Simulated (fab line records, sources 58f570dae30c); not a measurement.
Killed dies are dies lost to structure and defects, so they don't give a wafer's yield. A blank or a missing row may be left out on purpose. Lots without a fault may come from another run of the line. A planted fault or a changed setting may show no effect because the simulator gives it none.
Which tool did it? | flow berkeley_cmos170 | 14 lots, 42 wafers sampled, at 5 steps of a route of 331

WHAT THE GAUGES READ, wafer by wafer
UCB170_PVT_OVL_MEAS_06.
lot  | measured     | on         | PVT_OVL (nm)
L620 | day 6 20:46  | overlay-02 | 3 1 -3
L621 | day 6 19:21  | overlay-01 | 5 8 4
L625 | day 7 12:44  | overlay-02 | -6 -10 -6
L626 | day 8 09:35  | overlay-02 | 9 12 1
L629 | day 8 14:32  | overlay-02 | -3 -3 -2
L627 | day 8 15:08  | overlay-02 | 5 4 -1
L631 | day 8 22:44  | overlay-01 | -1 8 5
L637 | day 10 03:44 | overlay-02 | 5 4 1
L635 | day 10 03:59 | overlay-02 | 4 10 10
L638 | day 10 12:49 | overlay-01 | -9 -4 -4
L639 | day 11 02:20 | overlay-02 | -4 3 -3
L642 | day 11 11:22 | overlay-02 | 1 -4 5
L641 | day 11 11:17 | overlay-01 | -3 3 -2
L643 | day 11 20:20 | overlay-02 | 7 7 -2

UCB170_GATE_THK_MEAS_05.
lot  | measured     | on            | GATE_POLY_THK (nm)
L620 | day 7 09:39  | film_metro-02 | 212.0 210.7 211.4
L621 | day 7 09:37  | film_metro-03 | 212.8 212.9 213.9
L625 | day 8 01:50  | film_metro-01 | 213.8 216.2 213.5
L626 | day 9 04:10  | film_metro-01 | 213.7 216.0 215.0
L629 | day 9 04:09  | film_metro-03 | 216.8 217.5 217.8
L627 | day 9 04:13  | film_metro-02 | 215.5 214.2 217.5
L631 | day 9 14:52  | film_metro-02 | 213.4 214.3 213.9
L637 | day 10 19:56 | film_metro-02 | 215.8 215.3 216.2
L635 | day 10 19:55 | film_metro-03 | 215.0 216.2 215.7
L638 | day 11 03:41 | film_metro-03 | 211.6 212.2 214.0
L639 | day 11 20:31 | film_metro-01 | 217.2 216.1 216.0
L642 | day 12 09:36 | film_metro-02 | 214.2 214.3 213.4
L641 | day 12 09:37 | film_metro-03 | 213.9 214.7 212.0
L643 | day 12 17:22 | film_metro-02 | 219.6 219.4 218.4

UCB170_SPACER_THK_MEAS_01.
lot  | measured     | on            | SPACER_TEOS_THK (nm)
L620 | day 7 15:35  | film_metro-03 | 371 366 371
L621 | day 7 15:26  | film_metro-04 | 371 378 380
L625 | day 8 09:08  | film_metro-03 | 371 371 392
L626 | day 9 09:27  | film_metro-04 | 385 377 383
L629 | day 9 09:43  | film_metro-01 | 372 376 385
L627 | day 9 10:08  | film_metro-04 | 372 376 372
L631 | day 9 20:24  | film_metro-03 | 374 374 383
L637 | day 11 03:10 | film_metro-03 | 371 378 376
L635 | day 11 03:32 | film_metro-03 | 371 379 376
L638 | day 11 08:40 | film_metro-03 | 287 287 297 287 287 298
L639 | day 12 04:10 | film_metro-04 | 288 282 294 288 282 293
L642 | day 12 16:38 | film_metro-03 | 370 366 373
L641 | day 12 16:12 | film_metro-03 | 374 375 373
L643 | day 12 22:51 | film_metro-01 | 376 380 382

WHICH TOOL RAN EACH LOT (tool, then ch and the chambers of the sampled wafers, then the start)
lot  | UCB170_NVT_SOFTBAKE_02            | UCB170_SPACER_CVD_00
L620 | litho_track-01 ch 0, day 6 16:01  | pecvd-03 ch 0,2, day 7 15:32
L621 | litho_track-03 ch 0, day 6 16:02  | pecvd-04 ch 0,1, day 7 15:22
L625 | litho_track-03 ch 0, day 7 10:32  | pecvd-01 ch 0,1,2, day 8 09:05
L626 | litho_track-01 ch 0, day 8 05:19  | pecvd-03 ch 0,1,2, day 9 09:24
L629 | litho_track-03 ch 0, day 8 12:31  | pecvd-01 ch 0,2, day 9 09:41
L627 | litho_track-01 ch 0, day 8 12:35  | pecvd-04 ch 0,1,2, day 9 10:04
L631 | litho_track-02 ch 0, day 8 20:20  | pecvd-04 ch 0,1,2, day 9 20:22
L637 | litho_track-01 ch 0, day 9 22:41  | pecvd-03 ch 1,2, day 11 03:07
L635 | litho_track-03 ch 0, day 9 22:50  | pecvd-03 ch 0,1, day 11 03:28
L638 | litho_track-03 ch 0, day 10 06:50 | pecvd-04 ch 0,1,2, day 11 08:37
L639 | litho_track-03 ch 0, day 10 23:02 | pecvd-04 ch 1,2, day 12 04:07
L642 | litho_track-03 ch 0, day 11 06:22 | pecvd-03 ch 0,1,2, day 12 16:35
L641 | litho_track-01 ch 0, day 11 06:27 | pecvd-01 ch 0,1, day 12 16:08
L643 | litho_track-03 ch 0, day 11 17:46 | pecvd-01 ch 0,1, day 12 22:49
- UCB170_NVT_SOFTBAKE_02: time 61.83 s.
- UCB170_SPACER_CVD_00: deposits SiO2 from TEOS/O2, target thk 376 nm, time 47 s.

WHAT THE TOOLS THEMSELVES READ (means of the sampled wafers that have a number; where no wafer has one, the mark that the record gives instead)
UCB170_NVT_SOFTBAKE_02.
lot  | tool           | plate_sensor_t_centre_C (C) | plate_sensor_t_edge_C (C)
L620 | litho_track-01 | 131.40                      | 131.52
L621 | litho_track-03 | 131.40                      | 131.53
L625 | litho_track-03 | 131.42                      | 131.54
L626 | litho_track-01 | 131.41                      | 131.53
L629 | litho_track-03 | 131.40                      | 131.54
L627 | litho_track-01 | 131.40                      | 131.53
L631 | litho_track-02 | 131.41                      | 131.53
L637 | litho_track-01 | 131.40                      | 131.53
L635 | litho_track-03 | 131.41                      | 131.52
L638 | litho_track-03 | 131.41                      | 131.54
L639 | litho_track-03 | 131.41                      | 131.53
L642 | litho_track-03 | 131.41                      | 131.52
L641 | litho_track-01 | 131.41                      | 131.52
L643 | litho_track-03 | 131.40                      | 131.54

UCB170_SPACER_CVD_00.
lot  | tool     | heater_power_w (W) | pressure_mtorr (mTorr)
L620 | pecvd-03 | 382                | 8982
L621 | pecvd-04 | 243                | 8998
L625 | pecvd-01 | 264                | 9007
L626 | pecvd-03 | 385                | 9006
L629 | pecvd-01 | 265                | 9011
L627 | pecvd-04 | 263                | 8984
L631 | pecvd-04 | 254                | 8998
L637 | pecvd-03 | 351                | 8999
L635 | pecvd-03 | 350                | 9009
L638 | pecvd-04 | 285                | 9003
L639 | pecvd-04 | 300                | 8995
L642 | pecvd-03 | 362                | 8997
L641 | pecvd-01 | 268                | 8985
L643 | pecvd-01 | 270                | 8992

THE ANSWER, worked out from the rows above alone
Rule: what is usual is taken from the lots themselves. Put in order of their means at a reading, lots are off if they are a third of the lots or fewer, leave a main group of 4 or more, and stand apart from it by a gap of 3 or more times the standard deviation of the main group's means; of several such gaps the widest counts. A main group whose means are all the same, to the digits that the tables above print for the reading, isn't used. A lot without any number at a reading at which 4 lots or more have one is off too. The other lots that the step has rows for count as sound. The gauges are gone through in route order, then the tools' own readings, and for those a lot's mean is taken as printed above. The first step at which some lot is off is used, and at that step the reading that is off furthest; a lot without a number counts as furthest.
Off: L638, L639, at UCB170_SPACER_THK_MEAS_01 (SPACER_TEOS_THK). The main group: mean 376 nm, standard deviation 3.5.
A tool fits if, at a process step before that reading, it ran every lot that is off, and no sound lot after the first of them. The gauges at UCB170_SPACER_THK_MEAS_01 are tried like those tools. One fits: pecvd-04 at UCB170_SPACER_CVD_00. Its last sound lot is L631 (day 9 20:22), its first lot that is off L638 (day 11 08:37): a fault that began between those two fits.

WHAT THE SIMULATOR HAD PUT IN
Site profile drift: pecvd-04, from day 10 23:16 on, at UCB170_SPACER_CVD_00. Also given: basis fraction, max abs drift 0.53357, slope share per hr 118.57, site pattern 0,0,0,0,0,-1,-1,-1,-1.
Lots struck among those shown: L638, L639. The rule above found the same.
